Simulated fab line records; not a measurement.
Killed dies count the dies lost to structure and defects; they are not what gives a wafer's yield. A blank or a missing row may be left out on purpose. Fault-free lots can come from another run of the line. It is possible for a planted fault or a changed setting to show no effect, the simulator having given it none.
fab line records || flow berkeley_cmos170 || part 2 of 2: steps 28 to 38 of 38
[record] {"lots": 5, "wafers": 15, "last_day": 11}
route steps=331 shown PVT@115 GATE@125 FIELD@126 PLDD@145
lots that met no fault: from a run of the same line without faults
start_h: start of the lot's first displayed wafer, in hours after the record's first day || wait_h: hours from the lot's prior step to this one || " identical to the entry in the row above || L1.1+2: one row covering several wafers at once || - value missing, or start not given || * or withheld: withheld || < > ~ a bound
route shown NAME@n: names a module that has steps shown in the file, with the first one's number in the route || usual: average and standard deviation across the fault-free wafers || same: alike in all rows || chamber/n: place in a boat || sites: each site's reading || _std_site: the values' standard deviation || _edge_site: inner sites' mean taken away from outer sites' mean || radius_mm: how far each site lies from the wafer's centre || mask NAME#n: copy n || behind: the last tool/chamber to shape the wafer || hold: cause of the lot's hold/its duration in hours/its outcome || device: whichever transistor did not switch (one of n, p or np) || end of line: the same wafers' tests at the end of the route || a step given without rows: its recipe and nothing more || killed: count of dies lost to structure and defects at first sort (not the wafer's yield) || map: the dies of a wafer, with x for killed, . for not killed, _ for no die there
set.NAME: the setting as run; set.NAME@STEP: as run at that earlier step || model.NAME: the simulator's own value behind a step, which no gauge read
lots seen at some steps along the route; tables by step, rows by wafer
services: a tool's chamber out of use, with start hour (start_h, from the record's first day; less than 0 if before it), hours out, and reason
[[steps]]
[step UCB170_GATE_STRIP_16]
[recipe] {"chemistry": "O2", "power_w": 400, "pressure_mtorr": 3500, "platen_temp_c": "withheld", "o2_flow_sccm": 400, "overash_fraction": 0.5}
[usual] {"chamber_pressure_mTorr": "3500/3.4", "drypump_motor_current_A": "5.6/0.32", "o2_flow_sccm": "400.0/1.3", "oes_product_au": "0.724/0.0046"}
{"lot.wafer": "L074.1", "tool": "plasma_asher-02", "chamber": 0, "start_h": 117.46, "wait_h": 0.0, "chamber_pressure_mTorr": 3498, "drypump_motor_current_A": 5.8, "o2_flow_sccm": 401.3, "oes_product_au": 0.719, "rf_hours_counter_h": 41}
{"lot.wafer": "L074.4", "tool": "plasma_asher-02", "chamber": 0, "start_h": 117.46, "wait_h": 0.0, "chamber_pressure_mTorr": 3494, "drypump_motor_current_A": 5.7, "o2_flow_sccm": 398.9, "oes_product_au": 0.714, "rf_hours_counter_h": "-"}
{"lot.wafer": "L074.5", "tool": "plasma_asher-02", "chamber": 1, "start_h": 117.46, "wait_h": 0.0, "chamber_pressure_mTorr": 3499, "drypump_motor_current_A": 5.4, "o2_flow_sccm": 401.4, "oes_product_au": 0.721, "rf_hours_counter_h": "-"}
{"lot.wafer": "L076.2", "tool": "plasma_asher-04", "chamber": 0, "start_h": 131.13, "wait_h": 0.0, "chamber_pressure_mTorr": 3500, "drypump_motor_current_A": 5.7, "o2_flow_sccm": 397.8, "oes_product_au": 0.730, "rf_hours_counter_h": 43}
{"lot.wafer": "L076.3", "tool": "plasma_asher-04", "chamber": 1, "start_h": 131.13, "wait_h": 0.0, "chamber_pressure_mTorr": 3499, "drypump_motor_current_A": 6.1, "o2_flow_sccm": 399.8, "oes_product_au": 0.733, "rf_hours_counter_h": "-"}
{"lot.wafer": "L076.5", "tool": "plasma_asher-04", "chamber": 0, "start_h": 131.13, "wait_h": 0.0, "chamber_pressure_mTorr": 3500, "drypump_motor_current_A": 5.8, "o2_flow_sccm": 399.9, "oes_product_au": 0.729, "rf_hours_counter_h": "-"}
{"lot.wafer": "L086.1", "tool": "plasma_asher-01", "chamber": 1, "start_h": 177.95, "wait_h": 0.0, "chamber_pressure_mTorr": 3498, "drypump_motor_current_A": 5.2, "o2_flow_sccm": 400.0, "oes_product_au": 0.717, "rf_hours_counter_h": 6}
{"lot.wafer": "L086.3", "tool": "plasma_asher-01", "chamber": 0, "start_h": 177.95, "wait_h": 0.0, "chamber_pressure_mTorr": 3501, "drypump_motor_current_A": 5.3, "o2_flow_sccm": 400.0, "oes_product_au": 0.728, "rf_hours_counter_h": "-"}
{"lot.wafer": "L086.6", "tool": "plasma_asher-01", "chamber": 0, "start_h": 177.95, "wait_h": 0.0, "chamber_pressure_mTorr": 3505, "drypump_motor_current_A": 5.3, "o2_flow_sccm": 400.6, "oes_product_au": 0.722, "rf_hours_counter_h": "-"}
{"lot.wafer": "L087.1", "tool": "plasma_asher-04", "chamber": 0, "start_h": 191.54, "wait_h": 0.0, "chamber_pressure_mTorr": 3495, "drypump_motor_current_A": 5.7, "o2_flow_sccm": 401.7, "oes_product_au": 0.724, "rf_hours_counter_h": 50}
{"lot.wafer": "L087.2", "tool": "plasma_asher-04", "chamber": 1, "start_h": 191.54, "wait_h": 0.0, "chamber_pressure_mTorr": 3499, "drypump_motor_current_A": 6.1, "o2_flow_sccm": 398.7, "oes_product_au": 0.722, "rf_hours_counter_h": 50}
{"lot.wafer": "L087.6", "tool": "plasma_asher-04", "chamber": 0, "start_h": 191.54, "wait_h": 0.0, "chamber_pressure_mTorr": 3491, "drypump_motor_current_A": 5.8, "o2_flow_sccm": 400.2, "oes_product_au": 0.725, "rf_hours_counter_h": "-"}
{"lot.wafer": "L094.4", "tool": "plasma_asher-04", "chamber": 0, "start_h": 222.64, "wait_h": 0.1, "chamber_pressure_mTorr": 3498, "drypump_motor_current_A": 5.7, "o2_flow_sccm": 398.5, "oes_product_au": 0.717, "rf_hours_counter_h": "-"}
{"lot.wafer": "L094.5", "tool": "plasma_asher-04", "chamber": 0, "start_h": 222.64, "wait_h": 0.1, "chamber_pressure_mTorr": 3505, "drypump_motor_current_A": 5.8, "o2_flow_sccm": 401.7, "oes_product_au": 0.716, "rf_hours_counter_h": "-"}
{"lot.wafer": "L094.6", "tool": "plasma_asher-04", "chamber": 1, "start_h": 222.64, "wait_h": 0.1, "chamber_pressure_mTorr": 3501, "drypump_motor_current_A": 6.1, "o2_flow_sccm": 399.1, "oes_product_au": 0.720, "rf_hours_counter_h": "-"}
[step UCB170_GATE_CD_MEAS_90]
[recipe] {"target_cd_nm": 350}
[usual] {"cd_nm": "349.7/1.5"}
{"lot.wafer": "L074.1", "tool": "cd_sem-02", "chamber": "-", "start_h": 117.56, "wait_h": 0.1, "cd_nm": 348.7}
{"lot.wafer": "L074.4", "tool": "cd_sem-02", "chamber": "-", "start_h": 117.56, "wait_h": 0.1, "cd_nm": 348.8}
{"lot.wafer": "L074.5", "tool": "cd_sem-02", "chamber": "-", "start_h": 117.56, "wait_h": 0.1, "cd_nm": 351.0}
{"lot.wafer": "L076.2", "tool": "cd_sem-02", "chamber": "-", "start_h": 131.29, "wait_h": 0.1, "cd_nm": 351.1}
{"lot.wafer": "L076.3", "tool": "cd_sem-02", "chamber": "-", "start_h": 131.29, "wait_h": 0.1, "cd_nm": 347.8}
{"lot.wafer": "L076.5", "tool": "cd_sem-02", "chamber": "-", "start_h": 131.29, "wait_h": 0.1, "cd_nm": 350.9}
{"lot.wafer": "L086.1", "tool": "cd_sem-02", "chamber": "-", "start_h": 178.10, "wait_h": 0.1, "cd_nm": 350.8}
{"lot.wafer": "L086.3", "tool": "cd_sem-02", "chamber": "-", "start_h": 178.10, "wait_h": 0.1, "cd_nm": 350.7}
{"lot.wafer": "L086.6", "tool": "cd_sem-02", "chamber": "-", "start_h": 178.10, "wait_h": 0.1, "cd_nm": 349.3}
{"lot.wafer": "L087.1", "tool": "cd_sem-02", "chamber": "-", "start_h": 191.64, "wait_h": 0.1, "cd_nm": 347.4}
{"lot.wafer": "L087.2", "tool": "cd_sem-02", "chamber": "-", "start_h": 191.64, "wait_h": 0.1, "cd_nm": 348.1}
{"lot.wafer": "L087.6", "tool": "cd_sem-02", "chamber": "-", "start_h": 191.64, "wait_h": 0.1, "cd_nm": 347.7}
{"lot.wafer": "L094.4", "tool": "cd_sem-01", "chamber": "-", "start_h": 222.77, "wait_h": 0.1, "cd_nm": 351.1}
{"lot.wafer": "L094.5", "tool": "cd_sem-01", "chamber": "-", "start_h": 222.77, "wait_h": 0.1, "cd_nm": 350.2}
{"lot.wafer": "L094.6", "tool": "cd_sem-01", "chamber": "-", "start_h": 222.77, "wait_h": 0.1, "cd_nm": 351.7}
[step UCB170_GATE_CLEAN_17]
[recipe] {"chemistry": "SPM", "temp_c": 120, "time_s": 600}
{"lot.wafer": "L074.1+4+5", "tool": "wet_bench-04", "chamber": 1, "start_h": 117.94, "wait_h": 0.4}
{"lot.wafer": "L076.2+3+5", "tool": "wet_bench-03", "chamber": 3, "start_h": 131.39, "wait_h": 0.1}
{"lot.wafer": "L086.1+3+6", "tool": "wet_bench-03", "chamber": 1, "start_h": 178.22, "wait_h": 0.1}
{"lot.wafer": "L087.1+2+6", "tool": "wet_bench-04", "chamber": 2, "start_h": 191.79, "wait_h": 0.1}
{"lot.wafer": "L094.4+5+6", "tool": "wet_bench-04", "chamber": 0, "start_h": 222.83, "wait_h": 0.0}
[step UCB170_PLDD_HMDS_00]
[recipe] {"prime_time_s": 60, "prime_temp_c": 100}
{"lot.wafer": "L074.1+4+5", "tool": "litho_track-03", "chamber": 0, "start_h": 118.29, "wait_h": 0.0}
{"lot.wafer": "L076.2+3+5", "tool": "litho_track-03", "chamber": 0, "start_h": 131.60, "wait_h": 0.0}
{"lot.wafer": "L086.1+3+6", "tool": "litho_track-02", "chamber": 0, "start_h": 178.58, "wait_h": 0.2}
{"lot.wafer": "L087.1+2+6", "tool": "litho_track-04", "chamber": 0, "start_h": 192.09, "wait_h": 0.1}
{"lot.wafer": "L094.4+5+6", "tool": "litho_track-02", "chamber": 0, "start_h": 223.45, "wait_h": 0.4}
[step UCB170_PLDD_COAT_01]
[recipe] {"resist": "KrF", "spin_rpm": 1500, "resist_thk_nm": 900}
[usual] {"dispense_pressure_kPa": "50/3.2"}
{"lot.wafer": "L074.1", "tool": "litho_track-03", "chamber": 0, "start_h": 118.44, "wait_h": 0.1, "dispense_pressure_kPa": 53}
{"lot.wafer": "L074.4", "tool": "litho_track-03", "chamber": 0, "start_h": 118.44, "wait_h": 0.1, "dispense_pressure_kPa": 53}
{"lot.wafer": "L074.5", "tool": "litho_track-03", "chamber": 0, "start_h": 118.44, "wait_h": 0.1, "dispense_pressure_kPa": 53}
{"lot.wafer": "L076.2", "tool": "litho_track-03", "chamber": 0, "start_h": 131.75, "wait_h": 0.1, "dispense_pressure_kPa": 53}
{"lot.wafer": "L076.3", "tool": "litho_track-03", "chamber": 0, "start_h": 131.75, "wait_h": 0.1, "dispense_pressure_kPa": 53}
{"lot.wafer": "L076.5", "tool": "litho_track-03", "chamber": 0, "start_h": 131.75, "wait_h": 0.1, "dispense_pressure_kPa": 53}
{"lot.wafer": "L086.1", "tool": "litho_track-02", "chamber": 0, "start_h": 178.73, "wait_h": 0.1, "dispense_pressure_kPa": 45}
{"lot.wafer": "L086.3", "tool": "litho_track-02", "chamber": 0, "start_h": 178.73, "wait_h": 0.1, "dispense_pressure_kPa": 45}
{"lot.wafer": "L086.6", "tool": "litho_track-02", "chamber": 0, "start_h": 178.73, "wait_h": 0.1, "dispense_pressure_kPa": 45}
{"lot.wafer": "L087.1", "tool": "litho_track-04", "chamber": 0, "start_h": 192.24, "wait_h": 0.1, "dispense_pressure_kPa": 50}
{"lot.wafer": "L087.2", "tool": "litho_track-04", "chamber": 0, "start_h": 192.24, "wait_h": 0.1, "dispense_pressure_kPa": 50}
{"lot.wafer": "L087.6", "tool": "litho_track-04", "chamber": 0, "start_h": 192.24, "wait_h": 0.1, "dispense_pressure_kPa": 50}
{"lot.wafer": "L094.4", "tool": "litho_track-02", "chamber": 0, "start_h": 223.60, "wait_h": 0.1, "dispense_pressure_kPa": 45}
{"lot.wafer": "L094.5", "tool": "litho_track-02", "chamber": 0, "start_h": 223.60, "wait_h": 0.1, "dispense_pressure_kPa": 45}
{"lot.wafer": "L094.6", "tool": "litho_track-02", "chamber": 0, "start_h": 223.60, "wait_h": 0.1, "dispense_pressure_kPa": 45}
[step UCB170_PLDD_SOFTBAKE_02]
[recipe] {"resist": "KrF", "temp_c": 130, "time_s": 60}
{"lot.wafer": "L074.1+4+5", "tool": "litho_track-03", "chamber": 0, "start_h": 118.59, "wait_h": 0.1}
{"lot.wafer": "L076.2+3+5", "tool": "litho_track-03", "chamber": 0, "start_h": 131.90, "wait_h": 0.1}
{"lot.wafer": "L086.1+3+6", "tool": "litho_track-02", "chamber": 0, "start_h": 178.88, "wait_h": 0.1}
{"lot.wafer": "L087.1+2+6", "tool": "litho_track-04", "chamber": 0, "start_h": 192.39, "wait_h": 0.1}
{"lot.wafer": "L094.4+5+6", "tool": "litho_track-02", "chamber": 0, "start_h": 223.75, "wait_h": 0.1}
[step UCB170_PLDD_EXPOSE_03]
[recipe] {"mask_id": "PSELECT", "na": 0.5, "sigma_outer": 0.6, "source_shape": "conventional", "target_cd_nm": 1200, "dose_mj": 30}
[usual] {"reticle_temp_C": "23.00/0.096", "stage_vel_mm_s": "500.01/0.23"}
{"lot.wafer": "L074.1", "tool": "krf_scanner-01", "chamber": 0, "start_h": 118.87, "wait_h": 0.2, "mask": "PSELECT#0", "reticle_temp_C": 23.09, "stage_vel_mm_s": 499.88}
{"lot.wafer": "L074.4", "tool": "krf_scanner-01", "chamber": 0, "start_h": 118.87, "wait_h": 0.2, "mask": "PSELECT#0", "reticle_temp_C": 23.06, "stage_vel_mm_s": 499.67}
{"lot.wafer": "L074.5", "tool": "krf_scanner-01", "chamber": 0, "start_h": 118.87, "wait_h": 0.2, "mask": "PSELECT#0", "reticle_temp_C": 22.85, "stage_vel_mm_s": 499.85}
{"lot.wafer": "L076.2", "tool": "krf_scanner-02", "chamber": 0, "start_h": 132.17, "wait_h": 0.2, "mask": "PSELECT#0", "reticle_temp_C": 22.85, "stage_vel_mm_s": 499.94}
{"lot.wafer": "L076.3", "tool": "krf_scanner-02", "chamber": 0, "start_h": 132.17, "wait_h": 0.2, "mask": "PSELECT#0", "reticle_temp_C": 23.02, "stage_vel_mm_s": 500.39}
{"lot.wafer": "L076.5", "tool": "krf_scanner-02", "chamber": 0, "start_h": 132.17, "wait_h": 0.2, "mask": "PSELECT#0", "reticle_temp_C": 22.87, "stage_vel_mm_s": 500.01}
{"lot.wafer": "L086.1", "tool": "krf_scanner-01", "chamber": 0, "start_h": 179.16, "wait_h": 0.2, "mask": "PSELECT#0", "reticle_temp_C": 22.94, "stage_vel_mm_s": 499.97}
{"lot.wafer": "L086.3", "tool": "krf_scanner-01", "chamber": 0, "start_h": 179.16, "wait_h": 0.2, "mask": "PSELECT#0", "reticle_temp_C": 22.94, "stage_vel_mm_s": 500.08}
{"lot.wafer": "L086.6", "tool": "krf_scanner-01", "chamber": 0, "start_h": 179.16, "wait_h": 0.2, "mask": "PSELECT#0", "reticle_temp_C": 22.98, "stage_vel_mm_s": 499.98}
{"lot.wafer": "L087.1", "tool": "krf_scanner-01", "chamber": 0, "start_h": 192.54, "wait_h": 0.1, "mask": "PSELECT#0", "reticle_temp_C": 23.14, "stage_vel_mm_s": 500.23}
{"lot.wafer": "L087.2", "tool": "krf_scanner-01", "chamber": 0, "start_h": 192.54, "wait_h": 0.1, "mask": "PSELECT#0", "reticle_temp_C": 23.13, "stage_vel_mm_s": 500.28}
{"lot.wafer": "L087.6", "tool": "krf_scanner-01", "chamber": 0, "start_h": 192.54, "wait_h": 0.1, "mask": "PSELECT#0", "reticle_temp_C": 23.06, "stage_vel_mm_s": 499.98}
{"lot.wafer": "L094.4", "tool": "krf_scanner-01", "chamber": 0, "start_h": 223.88, "wait_h": 0.1, "mask": "PSELECT#0", "reticle_temp_C": 23.04, "stage_vel_mm_s": 499.87}
{"lot.wafer": "L094.5", "tool": "krf_scanner-01", "chamber": 0, "start_h": 223.88, "wait_h": 0.1, "mask": "PSELECT#0", "reticle_temp_C": 22.96, "stage_vel_mm_s": 500.09}
{"lot.wafer": "L094.6", "tool": "krf_scanner-01", "chamber": 0, "start_h": 223.88, "wait_h": 0.1, "mask": "PSELECT#0", "reticle_temp_C": 23.22, "stage_vel_mm_s": 500.06}
[step UCB170_PLDD_PEB_04]
[recipe] {"peb_temp_c": 130, "peb_time_s": "withheld", "resist": "KrF"}
{"lot.wafer": "L074.1+4+5", "tool": "litho_track-04", "chamber": 0, "start_h": 118.98, "wait_h": 0.1}
{"lot.wafer": "L076.2+3+5", "tool": "litho_track-02", "chamber": 0, "start_h": 132.30, "wait_h": 0.1}
{"lot.wafer": "L086.1+3+6", "tool": "litho_track-03", "chamber": 0, "start_h": 179.51, "wait_h": 0.3}
{"lot.wafer": "L087.1+2+6", "tool": "litho_track-04", "chamber": 0, "start_h": 192.99, "wait_h": 0.4}
{"lot.wafer": "L094.4+5+6", "tool": "litho_track-04", "chamber": 0, "start_h": 224.35, "wait_h": 0.4}
[step UCB170_PLDD_DEVELOP_05]
[recipe] {"developer": "TMAH", "develop_time_s": 45, "resist": "KrF", "dev_temp_c": 21}
[same] {"develop_time_s": 45}
{"lot.wafer": "L074.1+4+5", "tool": "litho_track-04", "chamber": 0, "start_h": "-", "wait_h": "-"}
{"lot.wafer": "L076.2+3+5", "tool": "litho_track-02", "chamber": 0, "start_h": "-", "wait_h": "-"}
{"lot.wafer": "L086.1+3+6", "tool": "litho_track-03", "chamber": 0, "start_h": "-", "wait_h": "-"}
{"lot.wafer": "L087.1+2+6", "tool": "litho_track-04", "chamber": 0, "start_h": "-", "wait_h": "-"}
{"lot.wafer": "L094.4+5+6", "tool": "litho_track-04", "chamber": 0, "start_h": "-", "wait_h": "-"}
[step UCB170_PLDD_CD_MEAS_06]
[recipe] {"target_cd_nm": 1200}
[usual] {"cd_nm": "1199.9/1.5"}
{"lot.wafer": "L074.1", "tool": "cd_sem-02", "chamber": "-", "start_h": 119.26, "wait_h": "-", "cd_nm": 1199.4}
{"lot.wafer": "L074.4", "tool": "cd_sem-02", "chamber": "-", "start_h": 119.26, "wait_h": "-", "cd_nm": 1198.4}
{"lot.wafer": "L074.5", "tool": "cd_sem-02", "chamber": "-", "start_h": 119.26, "wait_h": "-", "cd_nm": 1199.4}
{"lot.wafer": "L076.2", "tool": "cd_sem-02", "chamber": "-", "start_h": 132.57, "wait_h": "-", "cd_nm": 1199.9}
{"lot.wafer": "L076.3", "tool": "cd_sem-02", "chamber": "-", "start_h": 132.57, "wait_h": "-", "cd_nm": 1199.1}
{"lot.wafer": "L076.5", "tool": "cd_sem-02", "chamber": "-", "start_h": 132.57, "wait_h": "-", "cd_nm": 1199.1}
{"lot.wafer": "L086.1", "tool": "cd_sem-02", "chamber": "-", "start_h": 179.78, "wait_h": "-", "cd_nm": 1198.2}
{"lot.wafer": "L086.3", "tool": "cd_sem-02", "chamber": "-", "start_h": 179.78, "wait_h": "-", "cd_nm": 1197.6}
{"lot.wafer": "L086.6", "tool": "cd_sem-02", "chamber": "-", "start_h": 179.78, "wait_h": "-", "cd_nm": 1199.4}
{"lot.wafer": "L087.1", "tool": "cd_sem-02", "chamber": "-", "start_h": 193.27, "wait_h": "-", "cd_nm": 1196.7}
{"lot.wafer": "L087.2", "tool": "cd_sem-02", "chamber": "-", "start_h": 193.27, "wait_h": "-", "cd_nm": 1196.9}
{"lot.wafer": "L087.6", "tool": "cd_sem-02", "chamber": "-", "start_h": 193.27, "wait_h": "-", "cd_nm": 1196.9}
{"lot.wafer": "L094.4", "tool": "cd_sem-02", "chamber": "-", "start_h": 224.61, "wait_h": "-", "cd_nm": 1202.4}
{"lot.wafer": "L094.5", "tool": "cd_sem-02", "chamber": "-", "start_h": 224.61, "wait_h": "-", "cd_nm": 1201.9}
{"lot.wafer": "L094.6", "tool": "cd_sem-02", "chamber": "-", "start_h": 224.61, "wait_h": "-", "cd_nm": 1201.4}
[step UCB170_PLDD_OVL_MEAS_07]
[usual] {"PLDD_OVL": "-1/5.6"}
{"lot.wafer": "L074.1", "tool": "overlay-02", "chamber": "-", "start_h": 119.38, "wait_h": 0.1, "PLDD_OVL[nm]": -4}
{"lot.wafer": "L074.4", "tool": "overlay-02", "chamber": "-", "start_h": 119.38, "wait_h": 0.1, "PLDD_OVL[nm]": 0}
{"lot.wafer": "L074.5", "tool": "overlay-02", "chamber": "-", "start_h": 119.38, "wait_h": 0.1, "PLDD_OVL[nm]": 3}
{"lot.wafer": "L076.2", "tool": "overlay-01", "chamber": "-", "start_h": 132.67, "wait_h": 0.1, "PLDD_OVL[nm]": -6}
{"lot.wafer": "L076.3", "tool": "overlay-01", "chamber": "-", "start_h": 132.67, "wait_h": 0.1, "PLDD_OVL[nm]": 5}
{"lot.wafer": "L076.5", "tool": "overlay-01", "chamber": "-", "start_h": 132.67, "wait_h": 0.1, "PLDD_OVL[nm]": -4}
{"lot.wafer": "L086.1", "tool": "overlay-02", "chamber": "-", "start_h": 179.90, "wait_h": 0.1, "PLDD_OVL[nm]": 2}
{"lot.wafer": "L086.3", "tool": "overlay-02", "chamber": "-", "start_h": 179.90, "wait_h": 0.1, "PLDD_OVL[nm]": -1}
{"lot.wafer": "L086.6", "tool": "overlay-02", "chamber": "-", "start_h": 179.90, "wait_h": 0.1, "PLDD_OVL[nm]": 2}
{"lot.wafer": "L087.1", "tool": "overlay-01", "chamber": "-", "start_h": 193.39, "wait_h": 0.1, "PLDD_OVL[nm]": -6}
{"lot.wafer": "L087.2", "tool": "overlay-01", "chamber": "-", "start_h": 193.39, "wait_h": 0.1, "PLDD_OVL[nm]": -5}
{"lot.wafer": "L087.6", "tool": "overlay-01", "chamber": "-", "start_h": 193.39, "wait_h": 0.1, "PLDD_OVL[nm]": -7}
{"lot.wafer": "L094.4", "tool": "overlay-01", "chamber": "-", "start_h": 224.69, "wait_h": 0.1, "PLDD_OVL[nm]": 0}
{"lot.wafer": "L094.5", "tool": "overlay-01", "chamber": "-", "start_h": 224.69, "wait_h": 0.1, "PLDD_OVL[nm]": 1}
{"lot.wafer": "L094.6", "tool": "overlay-01", "chamber": "-", "start_h": 224.69, "wait_h": 0.1, "PLDD_OVL[nm]": -1}
[[services]]
{"tool": "krf_scanner-01", "chamber": "-", "start_h": 78.62, "hours": 1.0, "kind": "pm"}
{"tool": "krf_scanner-02", "chamber": "-", "start_h": 96.80, "hours": 1.6, "kind": "repair"}
{"tool": "krf_scanner-02", "chamber": "-", "start_h": 106.79, "hours": 0.2, "kind": "repair"}
{"tool": "plasma_asher-01", "chamber": "-", "start_h": 108.78, "hours": 9.0, "kind": "pm"}
{"tool": "krf_scanner-02", "chamber": "-", "start_h": 119.21, "hours": 1.3, "kind": "pm"}
{"tool": "lpcvd-02", "chamber": "-", "start_h": 123.05, "hours": 14.6, "kind": "pm"}
{"tool": "plasma_asher-04", "chamber": "-", "start_h": 124.88, "hours": 0.6, "kind": "repair"}
{"tool": "implanter-03", "chamber": "-", "start_h": 128.76, "hours": 1.9, "kind": "repair"}
{"tool": "rie_si-01", "chamber": "-", "start_h": 131.86, "hours": 3.2, "kind": "repair"}
{"tool": "wet_bench-04", "chamber": "-", "start_h": 136.41, "hours": 1.5, "kind": "repair"}
{"tool": "rie_si-01", "chamber": "-", "start_h": 137.06, "hours": 0.3, "kind": "repair"}
{"tool": "krf_scanner-01", "chamber": "-", "start_h": 144.90, "hours": 0.8, "kind": "pm"}
{"tool": "krf_scanner-01", "chamber": "-", "start_h": 146.62, "hours": 1.3, "kind": "pm"}
{"tool": "rie_diel-04", "chamber": 2, "start_h": 147.36, "hours": 1.2, "kind": "repair"}
{"tool": "rie_si-01", "chamber": 1, "start_h": 147.92, "hours": 4.2, "kind": "repair"}
{"tool": "furnace-01", "chamber": "-", "start_h": 157.32, "hours": 2.9, "kind": "pm"}
{"tool": "plasma_asher-01", "chamber": "-", "start_h": 165.91, "hours": 4.3, "kind": "pm"}
{"tool": "krf_scanner-02", "chamber": "-", "start_h": 171.65, "hours": 1.0, "kind": "pm"}
{"tool": "furnace-03", "chamber": "-", "start_h": 177.21, "hours": 3.4, "kind": "pm"}
{"tool": "implanter-02", "chamber": "-", "start_h": 200.93, "hours": 4.8, "kind": "pm"}
{"tool": "krf_scanner-02", "chamber": "-", "start_h": 210.50, "hours": 4.0, "kind": "pm"}
{"tool": "krf_scanner-01", "chamber": "-", "start_h": 214.52, "hours": 4.0, "kind": "pm"}
{"tool": "rie_si-01", "chamber": "-", "start_h": 220.79, "hours": 0.2, "kind": "repair"}
{"tool": "rie_si-01", "chamber": 1, "start_h": 223.82, "hours": 28.2, "kind": "repair"}
